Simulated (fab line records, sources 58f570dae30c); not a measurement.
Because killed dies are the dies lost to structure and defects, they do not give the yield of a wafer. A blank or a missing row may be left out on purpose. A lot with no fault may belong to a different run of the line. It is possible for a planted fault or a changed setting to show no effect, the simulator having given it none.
Comparing a struck lot with a sound one	flow berkeley_cmos170	14 steps out of a route of 331
Sound: these wafers, L455.1, L455.5, L455.6. The struck wafers were L445.2, L445.3, L445.6. The cause is given at the end.
Each step with rows lists, per side, the tool, then ch with its chambers, then its first start. Under that, the readings that differ: sound wafers	struck wafers	difference of the means	sigmas: that difference in standard deviations of wafers without a fault.
alike: same words and numbers on both sides, and readings whose means sit less than 2 such deviations apart. not compared: any withheld reading, any reading some wafer has no value for, any bound like >300 that may hide the same value, and any number with overlapping values for which the record gives no deviation.
A row with sigmas, a row that says differs or no value, or rows on one side alone: a step with any of these is where the two part. Numbers that don't overlap but have no deviation are shown without sigmas and don't part them. Lack of a reading on every wafer of one side parts them only where that side has two or more wafers.

UCB170_CONTACT_ETCH_17: etches BARC in N2/H2.
  sound on rie_diel-03 ch 0,3, day 11 15:34; struck on rie_diel-04 ch 0,1,2, day 9 17:59
  alike: chamber_pressure_mTorr, drypump_motor_current_A, h2_flow_sccm, oes_product_au, throttle_valve_pct
UCB170_CONTACT_ETCH_18: etches PSG in CHF3/CF4/Ar, stops on TiSi2, target depth 840 nm, time 195 s.
  sound: rie_diel-03 ch 0,3; struck: rie_diel-04 ch 0,1,2
  alike: chamber_pressure_mTorr, drypump_motor_current_A, oes_product_au, throttle_valve_pct
  not compared: rf_hours_counter_h
UCB170_CONTACT_STRIP_19: strips in O2.
  sound on plasma_asher-03 ch 0,1, day 11 15:44; struck on plasma_asher-02 ch 1, day 9 18:09
reading	sound	struck	difference	sigmas
drypump_motor_current_A (A)	5.53 5.56 5.44	6.18 6.17 6.16	+0.66	+2
  alike: chamber_pressure_mTorr, oes_product_au
  not compared: rf_hours_counter_h
UCB170_CONTACT_CD_MEAS_90: target cd 700 nm.
  struck on cd_sem-01, day 9 18:16; sound on cd_sem-02, day 11 15:53
  alike: cd_nm
then, 1 step without rows for these wafers: UCB170_CONTACT_CLEAN_20 (cleans in SPM, time 600 s).
UCB170_M1_SPUTTER_00: material Al, target thk 600 nm, time 80 s.
  struck on pvd_sputter-01, day 9 18:34; sound on pvd_sputter-02, day 11 16:11
  alike: throttle_valve_pct
UCB170_M1_RS_MEAS_01: measures by four-point-probe.
  struck on film_metro-02, day 9 18:39; sound on film_metro-03, day 11 16:14
  alike: M1_AL_RS
UCB170_M1_THK_MEAS_02: measures by xrf.
  struck on film_metro-02, day 9 18:46; sound on film_metro-03, day 11 16:22
  alike: M1_AL_THK
then, 4 steps without rows for these wafers: UCB170_M1_COAT_03; UCB170_M1_COAT_04 (resist thk 900 nm); UCB170_M1_SOFTBAKE_05 (time 60 s); UCB170_M1_EXPOSE_06 (exposes mask METAL1, target cd 700 nm).
UCB170_M1_PEB_07:
  sound on litho_track-03 ch 0, day 11 17:07; struck on litho_track-04, day 9 19:24
  no value came back on the struck wafers for chill_plate_temp_C (C), exhaust_pa (Pa); on the sound wafers chill_plate_temp_C (C) reads 22.94 23.05 23.03
then, 1 step without rows for these wafers: UCB170_M1_DEVELOP_08 (develop time 45 s).

== WHERE THEY PART ==
Earliest at UCB170_CONTACT_STRIP_19; latest, in this record, at UCB170_M1_PEB_07.

WHY: the cause the simulator had injected
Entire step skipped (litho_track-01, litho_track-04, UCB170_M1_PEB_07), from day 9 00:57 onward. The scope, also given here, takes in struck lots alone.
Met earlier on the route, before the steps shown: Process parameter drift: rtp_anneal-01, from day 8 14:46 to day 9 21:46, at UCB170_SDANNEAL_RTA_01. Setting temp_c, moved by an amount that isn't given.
